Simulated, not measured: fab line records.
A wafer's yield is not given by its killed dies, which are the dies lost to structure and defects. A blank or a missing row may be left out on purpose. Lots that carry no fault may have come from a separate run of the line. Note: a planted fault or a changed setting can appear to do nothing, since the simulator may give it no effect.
Matching of chambers | flow rit_cmos | RIT_CONTACT_ETCH_11 on rie_diel-04: 4 sister chambers
The step etches SiO2 in CHF3/CF4/Ar, stops on TiSi2, target depth 480 nm, time 320 s. 14 wafers are shown with their chamber, then 7 later ones without.

## WAFERS PAIRED WITH THEIR CHAMBERS
wafer  | chamber | drypump_motor_current_A (A) | throttle_valve_pct (%) | oes_product_au (a.u.)
L529.2 | 3       | 5.6                         | 9.02                   | 1.015
L529.4 | 0       | 6.5                         | 8.70                   | 0.975
L529.6 | 0       | 6.5                         | 8.67                   | 0.976
L531.1 | 1       | 5.0                         | 8.73                   | 0.990
L531.2 | 3       | 5.6                         | 9.02                   | 1.016
L531.5 | 2       | 5.3                         | 8.79                   | 0.961
L532.1 | 3       | 5.6                         | 9.02                   | 1.013
L532.2 | 2       | 5.3                         | 8.77                   | 0.966
L532.3 | 1       | 5.1                         | 8.71                   | 0.997
L534.2 | 1       | 5.0                         | 8.72                   | 1.001
L534.3 | 2       | 5.3                         | 8.79                   | 0.964
L534.4 | 1       | 5.1                         | 8.73                   | 0.994
L547.1 | 1       | 5.1                         | 8.72                   | 1.001
L547.5 | 1       | 5.1                         | 8.70                   | 0.992

SIGNATURES (averages over the wafers above)
reading                 | chamber 0 | chamber 1 | chamber 2 | chamber 3 | scatter within a chamber
drypump_motor_current_A | 6.500     | 5.067     | 5.300     | 5.600     | 0.0365
throttle_valve_pct      | 8.6850    | 8.7183    | 8.7833    | 9.0200    | 0.0118
oes_product_au          | 0.97550   | 0.99583   | 0.96367   | 1.01467   | 0.00353
Rule: for each reading, subtract the chamber's mean from the wafer's reading, divide by that reading's scatter and square the result; add these up over the readings and take the root, which gives the wafer's distance from the chamber. The wafer belongs to the nearest chamber; if the next one is less than 2 further off, it can't be placed. How the scatter is found: for the shown wafers, subtract from each reading the mean of its chamber, square and add these, divide the total by (wafers less chambers), then take the root.

## WAFERS WITH NO CHAMBER GIVEN
wafer  | drypump_motor_current_A (A) | throttle_valve_pct (%) | oes_product_au (a.u.)
L547.6 | 5.3                         | 8.77                   | 0.965
L550.3 | 5.6                         | 9.02                   | 1.009
L550.4 | 5.1                         | 8.74                   | 0.990
L550.5 | 6.4                         | 8.71                   | 0.978
L552.2 | 5.1                         | 8.74                   | 0.994
L552.5 | 5.1                         | 8.73                   | 0.996
L552.6 | 5.3                         | 8.79                   | 0.965

## CHAMBER TAKEN BY EACH
wafer  | from the rows above | in truth
L547.6 | 2                   | 2
L550.3 | 3                   | 3
L550.4 | 1                   | 1
L550.5 | 0                   | 0
L552.2 | 1                   | 1
L552.5 | 1                   | 1
L552.6 | 2                   | 2
Placed correctly: 7 of 7. From these rows, 0 cannot be placed. 0 placed wrongly.
